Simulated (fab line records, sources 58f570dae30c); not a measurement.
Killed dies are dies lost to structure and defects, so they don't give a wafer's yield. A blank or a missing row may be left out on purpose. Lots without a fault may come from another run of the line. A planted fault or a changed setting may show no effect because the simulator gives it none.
Tool commonality check | flow berkeley_cmos170 | 14 lots, 42 wafers sampled

WHY IT WAS OPENED
At UCB170_M2_RS_MEAS_02 the reading M2_AL_RS is flagged on 2 of 14 lots. Wafers without a fault read 0.0324 ohm/sq, standard deviation 0.00032.
Rule: a lot is flagged when every wafer of it that has a number lies more than 4 standard deviations from that mean, or none has a number. The other lots count as sound.

lot  | measured     | on            | M2_AL_RS (ohm/sq), wafer by wafer | flag
L362 | day 7 16:36  | film_metro-01 | 0.0321 0.0320 0.0325              |
L359 | day 7 16:41  | film_metro-02 | 0.0324 0.0320 0.0326              |
L361 | day 7 19:48  | film_metro-03 | 0.0326 0.0322 0.0326              |
L363 | day 8 22:02  | film_metro-03 | 0.0323 0.0329 0.0326              |
L365 | day 9 01:52  | film_metro-01 | 0.0322 0.0324 0.0325              |
L364 | day 9 02:08  | film_metro-02 | 0.0325 0.0331 0.0328              |
L368 | day 9 07:35  | film_metro-02 | 0.0320 0.0327 0.0323              |
L373 | day 10 11:34 | film_metro-01 | 0.0435 0.0432 0.0433              | FLAGGED
L369 | day 10 12:05 | film_metro-03 | 0.0426 0.0431 0.0427              | FLAGGED
L377 | day 11 01:00 | film_metro-03 | 0.0321 0.0320 0.0325              |
L378 | day 11 01:10 | film_metro-01 | 0.0323 0.0326 0.0326              |
L381 | day 12 01:10 | film_metro-02 | 0.0331 0.0327 0.0328              |
L380 | day 12 02:43 | film_metro-03 | 0.0320 0.0322 0.0326              |
L382 | day 12 18:23 | film_metro-02 | 0.0321 0.0324 0.0323              |
The numbers of the flagged lots are 0.0431 ohm/sq on average: +0.0107 ohm/sq against the usual, or +33 standard deviations.

WHICH TOOL RAN EACH LOT
The record holds 1 process step before the reading, out of a route of 331 steps. In each cell: the tool, then ch and the chambers that the sampled wafers went through, then the start.
lot  | flag    | UCB170_M2_SPUTTER_01
L362 |         | pvd_sputter-01, day 7 16:29
L359 |         | pvd_sputter-03, day 7 16:36
L361 |         | pvd_sputter-01, day 7 19:40
L363 |         | pvd_sputter-02, day 8 21:55
L365 |         | pvd_sputter-01, day 9 01:46
L364 |         | pvd_sputter-03, day 9 02:03
L368 |         | pvd_sputter-01, day 9 07:28
L373 | FLAGGED | pvd_sputter-01, day 10 11:29
L369 | FLAGGED | pvd_sputter-01, day 10 11:58
L377 |         | pvd_sputter-03, day 11 00:52
L378 |         | pvd_sputter-02, day 11 01:05
L381 |         | pvd_sputter-02, day 12 01:05
L380 |         | pvd_sputter-03, day 12 02:37
L382 |         | pvd_sputter-02, day 12 18:17
What these steps do:
- UCB170_M2_SPUTTER_01: material Al, target thk 900 nm, time 120 s.
- UCB170_M2_RS_MEAS_02: measures by four-point-probe.

FLAGGED OVER TOTAL, TOOL BY TOOL (the gauges that took the reading come last)
step                 | tool           | lots run | flagged | share of the flagged lots | sound lots run after its first flagged lot
UCB170_M2_SPUTTER_01 | pvd_sputter-01 | 6        | 2       | all                       | 0
UCB170_M2_SPUTTER_01 | pvd_sputter-02 | 4        | 0       | none                      | -
UCB170_M2_SPUTTER_01 | pvd_sputter-03 | 4        | 0       | none                      | -
UCB170_M2_RS_MEAS_02 | film_metro-01  | 4        | 1       | some                      | 1 (L378)
UCB170_M2_RS_MEAS_02 | film_metro-02  | 5        | 0       | none                      | -
UCB170_M2_RS_MEAS_02 | film_metro-03  | 5        | 1       | some                      | 2 (L377,L380)

WHAT THE TABLE ALLOWS
1 row of the table ran every flagged lot: pvd_sputter-01 at UCB170_M2_SPUTTER_01.
- pvd_sputter-01 at UCB170_M2_SPUTTER_01: 2 of its 6 lots flagged. Its last sound lot is L368 (day 9 07:28), its first flagged lot L373 (day 10 11:29): a fault that began between those two fits. Its own readings lie more than 4 standard deviations out on every wafer of the flagged lots: cathode_dc_power_W.
One tool is left: pvd_sputter-01 at UCB170_M2_SPUTTER_01.

WHAT THE SIMULATOR HAD PUT IN
Process parameter drift: pvd_sputter-01, from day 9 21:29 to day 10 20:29, at UCB170_M2_SPUTTER_01. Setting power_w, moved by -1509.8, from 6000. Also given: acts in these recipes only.
Lots struck among those shown: L373, L369. The rule above found the same.
